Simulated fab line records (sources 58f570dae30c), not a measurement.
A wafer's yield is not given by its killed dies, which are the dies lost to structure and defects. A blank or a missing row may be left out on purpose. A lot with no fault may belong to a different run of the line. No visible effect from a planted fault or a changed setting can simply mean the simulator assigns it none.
Check of tool commonality	flow berkeleyCmos170	15 lots and 54 wafers in the sample

WHY IT WAS OPENED
3 of 15 lots carry a flag on the reading PVT_TW at UCB170_PVT_TW_MEAS_09. Fault-free wafers read 509, with a standard deviation of 3.2.
Rule: a lot is flagged in two cases, either no wafer of it has a number, or all its wafers with numbers fall more than 4 standard deviations from that mean. The other lots count as sound.

lot	measured	on	PVT_TW, wafer by wafer	flag
L931	day 5 17:43	filmMetro-02	513 515 511	
L932	day 5 18:17	filmMetro-04	509 510 508	
L933	day 5 18:19	filmMetro-02	514 511 512	
L935	day 6 10:23	filmMetro-04	504 506 507	
L938	day 6 17:49	filmMetro-04	507 504 506	
L937	day 6 18:11	filmMetro-03	508 508 509	
L941	day 7 20:12	filmMetro-02	513 512 515	
L942	day 8 03:33	filmMetro-04	506 505 507	
L943	day 8 03:47	filmMetro-02	514 511 513	
L947	day 8 14:28	filmMetro-04	639 632 634 637 636 634	FLAGGED
L945	day 8 14:38	filmMetro-04	640 639 638 641 641 637	FLAGGED
L944	day 8 14:51	filmMetro-04	638 636 638 633 638 640	FLAGGED
L949	day 9 16:12	filmMetro-02	512 513 511	
L953	day 10 09:21	filmMetro-03	510 511 510	
L954	day 10 16:25	filmMetro-04	505 505 507	
The mean of the flagged lots' numbers is 637, +128 from the usual (+40 standard deviations).

WHICH TOOL RAN EACH LOT
The record keeps 1 process step preceding the reading, out of 331 steps on the route. Read each cell as the tool, then ch plus the chambers that the sampled wafers visited, then the start.
lot	flag	UCB170_NVT_COAT_01
L931		lithoTrack-01 ch 0, day 5 14:09
L932		lithoTrack-03 ch 0, day 5 14:21
L933		lithoTrack-02 ch 0, day 5 14:23
L935		lithoTrack-03 ch 0, day 6 07:43
L938		lithoTrack-02 ch 0, day 6 12:34
L937		lithoTrack-01 ch 0, day 6 12:42
L941		lithoTrack-01 ch 0, day 7 16:47
L942		lithoTrack-03 ch 0, day 8 00:01
L943		lithoTrack-01 ch 0, day 8 00:01
L947	FLAGGED	lithoTrack-02, day 8 11:17
L945	FLAGGED	lithoTrack-01, day 8 11:29
L944	FLAGGED	lithoTrack-03, day 8 11:37
L949		lithoTrack-03 ch 0, day 9 10:59
L953		lithoTrack-02 ch 0, day 10 06:14
L954		lithoTrack-03 ch 0, day 10 12:52
What these steps do:
- UCB170_NVT_COAT_01: resist thk 900 nm.
- UCB170_PVT_TW_MEAS_09

FLAGGED AGAINST TOTAL, ONE TOOL AT A TIME (gauges that did the reading follow at the end)
step	tool	lots run	flagged	share of the flagged lots	sound lots run after its first flagged lot
UCB170_NVT_COAT_01	lithoTrack-01	5	1	some	0
UCB170_NVT_COAT_01	lithoTrack-02	4	1	some	1 (L953)
UCB170_NVT_COAT_01	lithoTrack-03	6	1	some	2 (L949,L954)
UCB170_PVT_TW_MEAS_09	filmMetro-02	5	0	none	-
UCB170_PVT_TW_MEAS_09	filmMetro-03	2	0	none	-
UCB170_PVT_TW_MEAS_09	filmMetro-04	8	3	all	1 (L954)

WHAT THE TABLE PERMITS
Rows of the table that ran each flagged lot: 1, that is filmMetro-04 at UCB170_PVT_TW_MEAS_09.
- filmMetro-04 at UCB170_PVT_TW_MEAS_09: 3 of its 8 lots flagged. Sound lots followed the first flagged one (L954) on it, something a lasting fault affecting the whole tool could not allow.
Not one row of the table ran every flagged lot while running no sound lot after the first.

WHAT THE SIMULATOR HAD PUT IN
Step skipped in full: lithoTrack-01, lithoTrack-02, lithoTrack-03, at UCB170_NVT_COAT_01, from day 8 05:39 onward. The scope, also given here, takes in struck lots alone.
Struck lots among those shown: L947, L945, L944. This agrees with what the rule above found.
